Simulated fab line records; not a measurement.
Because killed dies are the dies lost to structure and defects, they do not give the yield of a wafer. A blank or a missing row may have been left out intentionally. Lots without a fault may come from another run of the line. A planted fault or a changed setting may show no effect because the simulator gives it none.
Which tool did it? | flow rit_cmos | 14 lots with 42 wafers sampled at 6 steps, on a route of 202 steps

== WHAT THE GAUGES READ, wafer by wafer ==
RIT_GATE_THK_MEAS_09. Usual: GATE_POLY_THK gives 250.6 nm (standard deviation 2.2).
lot  | measured    | on            | GATE_POLY_THK (nm) | flag
L165 | day 2 12:23 | film_metro-03 | 250.3 250.9 249.2  |
L166 | day 2 16:42 | film_metro-04 | 250.9 249.8 249.7  |
L167 | day 3 04:20 | film_metro-01 | 248.2 248.1 247.4  |
L169 | day 3 12:46 | film_metro-01 | 252.2 248.7 251.7  |
L171 | day 3 19:45 | film_metro-03 | 252.4 253.1 253.5  |
L172 | day 4 05:17 | film_metro-01 | 250.3 251.3 250.0  |
L175 | day 4 18:28 | film_metro-01 | 249.5 252.5 251.0  |
L177 | day 5 02:56 | film_metro-01 | 254.9 253.3 252.8  |
L178 | day 5 08:35 | film_metro-03 | 249.0 249.4 250.3  |
L181 | day 5 21:34 | film_metro-01 | 252.2 252.0 252.4  |
L182 | day 6 02:59 | film_metro-03 | 250.2 249.7 249.0  |
L185 | day 6 15:43 | film_metro-01 | 254.5 255.9 255.4  |
L187 | day 7 02:41 | film_metro-03 | 252.4 253.0 251.4  |
L188 | day 7 11:01 | film_metro-01 | 248.7 251.8 248.2  |

RIT_NSD_TW_MEAS_10. Usual: NSD_TW gives 3120 (standard deviation 20).
lot  | measured    | on            | NSD_TW                        | flag
L165 | day 3 01:34 | film_metro-04 | 3137 3147 3140                |
L166 | day 3 05:39 | film_metro-04 | 3153 3146 3147                |
L167 | day 3 16:22 | film_metro-03 | 3084 3110 3093                |
L169 | day 4 03:35 | film_metro-02 | 3130 3129 3134                |
L171 | day 4 07:48 | film_metro-03 | 3099 3094 3082                |
L172 | day 4 16:59 | film_metro-03 | 3088 3079 3096                |
L175 | day 5 08:42 | film_metro-02 | 3124 3130 3103                |
L177 | day 5 15:28 | film_metro-04 | 3363 3346 3360 3334 3349 3364 | OFF
L178 | day 5 20:49 | film_metro-03 | 3111 3125 3112                |
L181 | day 6 09:23 | film_metro-04 | 3356 3364 3343 3352 3354 3362 | OFF
L182 | day 6 15:32 | film_metro-04 | 3122 3116 3121                |
L185 | day 7 05:28 | film_metro-04 | 3126 3126 3135                |
L187 | day 7 16:26 | film_metro-02 | 3103 3112 3109                |
L188 | day 7 22:36 | film_metro-04 | 3154 3149 3133                |

RIT_SDANNEAL_RS_MEAS_05: uses a four-point probe to measure. Usual: NSD_RS gives 84.60 ohm/sq (standard deviation 0.29).
lot  | measured    | on            | NSD_RS (ohm/sq)                     | flag
L165 | day 3 03:36 | film_metro-04 | 84.59 84.51 84.40                   |
L166 | day 3 07:48 | film_metro-03 | 84.02 84.49 84.42                   |
L167 | day 3 18:35 | film_metro-03 | 84.63 84.87 84.83                   |
L169 | day 4 06:00 | film_metro-04 | 84.48 84.67 84.56                   |
L171 | day 4 10:00 | film_metro-02 | 84.00 84.23 84.05                   |
L172 | day 4 19:02 | film_metro-04 | 84.69 84.97 84.73                   |
L175 | day 5 10:59 | film_metro-03 | 84.15 84.27 84.36                   |
L177 | day 6 03:11 | film_metro-03 | 64.51 64.46 64.60 64.56 64.41 64.50 | OFF
L178 | day 5 23:02 | film_metro-02 | 84.57 84.42 84.72                   |
L181 | day 6 15:30 | film_metro-03 | 64.24 64.58 64.64 64.45 64.73 64.64 | OFF
L182 | day 6 17:44 | film_metro-03 | 85.04 84.77 85.04                   |
L185 | day 7 07:31 | film_metro-02 | 84.45 84.48 84.37                   |
L187 | day 7 18:37 | film_metro-02 | 83.99 84.52 84.41                   |
L188 | day 8 01:08 | film_metro-03 | 84.28 84.62 84.57                   |

RIT_M1_BOW_MEAS_16. Usual: M1_BOW gives 18 um (standard deviation 7.1).
lot  | measured    | on            | M1_BOW (um) | flag
L165 | day 3 12:34 | film_metro-03 | 18 10 12    |
L166 | day 3 15:14 | film_metro-04 | 1 17 29     |
L167 | day 4 02:13 | film_metro-04 | 11 12 24    |
L169 | day 4 13:11 | film_metro-04 | 11 13 14    |
L171 | day 4 17:09 | film_metro-04 | 22 18 16    |
L172 | day 5 02:33 | film_metro-02 | 15 19 27    |
L175 | day 5 18:04 | film_metro-04 | 13 22 22    |
L178 | day 6 06:17 | film_metro-03 | 33 7 18     |
L182 | day 7 01:53 | film_metro-02 | 20 18 11    |
L185 | day 7 14:53 | film_metro-04 | 15 18 24    |
L187 | day 8 02:50 | film_metro-04 | 10 22 21    |
L188 | day 8 08:07 | film_metro-03 | 17 16 22    |

== EACH LOT AND THE TOOL THAT RAN IT (in order: tool; ch and the chambers of the sampled wafers; start) ==
lot  | RIT_NSD_IMPLANT_08             | RIT_CONTACT_ETCH_11
L165 | implanter-02 ch 0, day 3 01:16 | rie_diel-01 ch 0,1, day 3 05:58
L166 | implanter-02 ch 0, day 3 05:19 | rie_diel-03 ch 0,1,2, day 3 10:04
L167 | implanter-03 ch 0, day 3 16:03 | rie_diel-03 ch 0,2,3, day 3 21:05
L169 | implanter-04 ch 0, day 4 03:19 | rie_diel-02 ch 0,2,3, day 4 08:15
L171 | implanter-02 ch 0, day 4 07:31 | rie_diel-01 ch 0,1,3, day 4 12:18
L172 | implanter-02 ch 0, day 4 16:40 | rie_diel-02 ch 0,1,3, day 4 21:17
L175 | implanter-02 ch 0, day 5 08:25 | rie_diel-03 ch 0,1, day 5 13:11
L177 | implanter-02 ch 0, day 5 15:09 | -
L178 | implanter-03 ch 0, day 5 20:29 | rie_diel-01 ch 0,3, day 6 01:34
L181 | implanter-02 ch 0, day 6 09:04 | -
L182 | implanter-04 ch 0, day 6 15:13 | rie_diel-02 ch 2,3, day 6 20:05
L185 | implanter-04 ch 0, day 7 05:10 | rie_diel-02 ch 2,3, day 7 10:01
L187 | implanter-04 ch 0, day 7 16:06 | rie_diel-02 ch 0,2, day 7 20:56
L188 | implanter-04 ch 0, day 7 22:17 | rie_diel-01 ch 0,2,3, day 8 03:22
- RIT_NSD_IMPLANT_08
- RIT_CONTACT_ETCH_11: etches SiO2 in CHF3/CF4/Ar, stops on TiSi2, target depth 480 nm, time 320 s.

== AS READ BY THE TOOLS THEMSELVES (means over the sampled wafers that have a number; for cases with no such wafer, the mark the record gives instead) ==
RIT_NSD_IMPLANT_08. Usual: beam_on_s 10.00 s, standard deviation 0.17; faraday_current_uA 3133, standard deviation 54.
lot  | tool         | beam_on_s (s) | faraday_current_uA | flag
L165 | implanter-02 | 9.93          | 3161               |
L166 | implanter-02 | 9.98          | 3137               |
L167 | implanter-03 | 10.03         | 3119               |
L169 | implanter-04 | 9.93          | 3158               |
L171 | implanter-02 | 10.05         | 3114               |
L172 | implanter-02 | 9.94          | 3142               |
L175 | implanter-02 | 10.10         | 3104               |
L177 | implanter-02 | 14.27         | 2199               | OFF
L178 | implanter-03 | 9.95          | 3149               |
L181 | implanter-02 | 14.11         | 2217               | OFF
L182 | implanter-04 | 10.12         | 3093               |
L185 | implanter-04 | 10.14         | 3091               |
L187 | implanter-04 | 9.87          | 3177               |
L188 | implanter-04 | 9.91          | 3165               |

RIT_CONTACT_ETCH_11. Usual: drypump_motor_current_A 5.8 A, standard deviation 0.33; oes_product_au 0.993 a.u., standard deviation 0.018; throttle_valve_pct 8.86 %, standard deviation 0.18.
lot  | tool        | drypump_motor_current_A (A) | oes_product_au (a.u.) | throttle_valve_pct (%) | flag
L165 | rie_diel-01 | 5.6                         | 0.982                 | 9.05                   |
L166 | rie_diel-03 | 5.8                         | 1.013                 | 8.71                   |
L167 | rie_diel-03 | 5.8                         | 1.001                 | 8.71                   |
L169 | rie_diel-02 | 5.9                         | 0.982                 | 8.88                   |
L171 | rie_diel-01 | 5.5                         | 0.985                 | 9.08                   |
L172 | rie_diel-02 | 6.0                         | 0.981                 | 8.81                   |
L175 | rie_diel-03 | 5.4                         | 1.008                 | 8.72                   |
L178 | rie_diel-01 | 5.6                         | 0.977                 | 9.15                   |
L182 | rie_diel-02 | 5.7                         | 0.968                 | 8.96                   |
L185 | rie_diel-02 | 5.8                         | 0.971                 | 8.96                   |
L187 | rie_diel-02 | 6.0                         | 0.997                 | 8.80                   |
L188 | rie_diel-01 | 5.7                         | 0.990                 | 9.05                   |

== THE ANSWER, worked out from the rows above alone ==
Rule: take the mean of a lot's wafers that have a number; if it is more than 3 standard deviations from the usual mean, the lot is off. A lot without any number at a reading at which 4 lots or more have one is off too. The other lots that the step has rows for count as sound. First the gauges in route order, then the tools' own readings, where a lot's mean is used as printed above. At the first step where some lot is off, the reading lying furthest off is the one used; lots without a number count as furthest.
Off: L177, L181, at RIT_NSD_TW_MEAS_10 (NSD_TW).
A tool fits if, at a process step before that reading, it ran every lot that is off, and no sound lot after the first of them. The gauges at RIT_NSD_TW_MEAS_10 aren't tried: what is off there is off at RIT_SDANNEAL_RS_MEAS_05 too, on other tools, and a gauge's error can't cause that. One fits: implanter-02 at RIT_NSD_IMPLANT_08. A fault onset in the window from L175 (day 5 08:25, its last sound lot) to L177 (day 5 15:09, its first lot off) fits.
The tool's own readings at RIT_NSD_IMPLANT_08 bear it out: on the lots that are off they differ by more than 5 times the standard deviation of the sound lots' means. beam_on_s reads 14.19 s there against 10.00 s on the sound lots; faraday_current_uA reads 2208 there against 3134 on the sound lots.

== WHAT WAS PUT IN BY THE SIMULATOR ==
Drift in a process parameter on implanter-02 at RIT_NSD_IMPLANT_08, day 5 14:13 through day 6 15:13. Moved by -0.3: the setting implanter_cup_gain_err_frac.
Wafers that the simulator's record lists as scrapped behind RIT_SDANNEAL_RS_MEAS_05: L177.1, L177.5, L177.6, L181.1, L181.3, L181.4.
Shown lots that were struck: L177, L181. The same result came from the rule above.
